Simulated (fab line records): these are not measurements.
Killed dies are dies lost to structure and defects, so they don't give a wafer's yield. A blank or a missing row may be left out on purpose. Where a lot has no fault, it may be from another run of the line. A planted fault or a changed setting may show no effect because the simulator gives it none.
A single fault, viewed from 2 desks | flow rit cmos | only its own numbers are on each desk; what lay behind them is given at the end

== FOR THE TOOL OWNER'S DESK: furnace-04 ==
The tool's own readings at RIT_FOX1_OXIDATION_00 (target thk 350.7 nm, ox time 1130 s): means of the sampled wafers that have a number, for each lot that ran on this tool. If a lot's mean is further than 4 standard deviations from the usual mean, the lot is out of limits and carries the mark OUT (the distance appears in the brackets).
Columns: A = spike tc centre C at RIT_FOX1_OXIDATION_00, usual 1101.7 C; B = spike tc source C at RIT_FOX1_OXIDATION_00, usual 1122.1 C; C = tube_center_temp_C_max at RIT_FOX1_OXIDATION_00, usual 1102.8
lot  | first seen here | A      | B      | C
L926 | day 1 16:36     | 1102.0 | 1122.9 | 1103.0
L929 | day 2 06:34     | 1101.3 | 1121.7 | 1102.6
L930 | day 2 12:08     | 1102.4 | 1122.5 | 1102.7
L931 | day 2 16:32     | 1100.8 | 1121.5 | 1102.7
L934 | day 3 07:40     | 1100.7 | 1123.3 | 1103.0
L938 | day 4 04:52     | 1101.8 | 1121.0 | 1102.6
L939 | day 4 08:44     | 1101.7 | 1122.0 | 1103.1
Finding of this desk: none of the 7 lots has anything out of limits.

== AT THE METROLOGY DESK ==
What the gauges read for every lot (on any tool): the sampled wafers with a number, averaged. If a lot's mean is further than 4 standard deviations from the usual mean, the lot is out of limits and carries the mark OUT (the distance appears in the brackets).
Columns: A = FOX1_OXIDE_THK at RIT_FOX1_THK_MEAS_01, usual 352 nm; B = CONTACT_OVL at RIT_CONTACT_OVL_MEAS_09, usual -0.8 nm; C = M1_OVL at RIT_M1_OVL_MEAS_10, usual 0.5 nm
lot  | first seen here | A             | B    | C
L926 | day 1 17:56     | 357           | -1.0 | -0.2
L927 | day 1 22:11     | 345           | -0.2 | 2.2
L928 | day 2 04:31     | 350           | -2.1 | 1.7
L929 | day 2 07:53     | 359           | -1.4 | 1.1
L930 | day 2 13:27     | 358           | 0.2  | 2.5
L931 | day 2 17:52     | 355           | -0.9 | -0.1
L934 | day 3 08:59     | 361           | -1.3 | 1.7
L938 | day 4 06:11     | 443 (+12) OUT | 0.4  | 0.9
L939 | day 4 10:03     | 430 (+11) OUT | -0.5 | 3.0
L942 | day 5 01:46     | 347           | 0.1  | -0.5
L943 | day 5 08:11     | 360           | -1.3 | 0.7
L945 | day 5 16:16     | 348           | -1.6 | -0.7
L948 | day 6 06:49     | 343           | 1.0  | -1.8
L949 | day 6 13:08     | 337           | -0.6 | -0.1
Per this desk, out of limits: L938, L939; the first was L938, day 4 06:11 (FOX1_OXIDE_THK at RIT_FOX1_THK_MEAS_01). L926, L927, L928, L929, L930, L931, L934, L942, L943, L945, L948, L949: within limits.

== BROUGHT TOGETHER ==
At day 4 06:11 the metrology desk could have sounded an alarm, on L938, L939.
The desk of the tool owner found nothing out of limits.
Tool owner's desk: L938, L939 on record, inside its limits.
On furnace-04, each named lot ran RIT_FOX1_OXIDATION_00.

== WHAT WAS PUT IN BY THE SIMULATOR ==
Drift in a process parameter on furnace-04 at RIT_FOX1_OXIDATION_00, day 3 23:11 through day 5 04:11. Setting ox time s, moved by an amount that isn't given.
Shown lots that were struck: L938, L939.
Per desk, hours elapsed from the start of the fault to the first reading out of limits: for the metrology desk, 7.
